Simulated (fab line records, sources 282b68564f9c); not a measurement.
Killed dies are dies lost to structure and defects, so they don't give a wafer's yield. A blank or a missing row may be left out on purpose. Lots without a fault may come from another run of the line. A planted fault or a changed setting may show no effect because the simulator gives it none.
Chamber matching | flow rit_cmos | RIT_GATE_ETCH_19 on rie_si-02: 4 sister chambers
The step etches poly-Si in SF6/CHF3/O2, stops on SiO2, time 165 s, target depth 312.5 nm. 8 wafers are shown with their chamber, then 8 later ones without.

WAFERS WITH THEIR CHAMBER
wafer  | chamber | drypump_motor_current_A (A) | throttle_valve_pct (%)
L643.6 | 1       | 6.6                         | 10.21
L645.5 | 0       | 5.8                         | 10.38
L647.1 | 0       | 5.8                         | 10.35
L647.4 | 1       | 6.7                         | 10.21
L651.2 | 3       | 6.0                         | 10.37
L651.3 | 2       | 6.0                         | 10.25
L651.6 | 2       | 6.0                         | 10.25
L653.1 | 3       | 6.0                         | 10.38

WAFERS WITHOUT THEIR CHAMBER
wafer  | drypump_motor_current_A (A) | throttle_valve_pct (%)
L653.5 | 6.6                         | 10.23
L653.6 | 5.7                         | 10.37
L659.2 | 6.0                         | 10.38
L659.4 | 6.0                         | 10.25
L659.5 | 6.0                         | 10.24
L661.1 | 5.7                         | 10.38
L661.4 | 6.0                         | 10.24
L661.5 | 6.6                         | 10.21

WHICH CHAMBER EACH WENT THROUGH
wafer  | from the rows above | in truth
L653.5 | 1                   | 1
L653.6 | 0                   | 0
L659.2 | 3                   | 3
L659.4 | 2                   | 2
L659.5 | 2                   | 2
L661.1 | 0                   | 0
L661.4 | 2                   | 2
L661.5 | 1                   | 1
Placed correctly: 8 of 8. Can't be placed from these rows: 0. Placed wrongly: 0.
How it was worked out, from the rows above alone: a wafer's distance from a chamber is the root of the sum, over the readings, of the square of ((its reading less the chamber's mean) divided by the reading's scatter). The wafer belongs to the nearest chamber; if the next one is less than 2 further off, it can't be placed. A chamber's mean is the mean of its shown wafers. The scatter: the root of (the sum of the squares of (reading less its chamber's mean) over the shown wafers, divided by (wafers less chambers)).
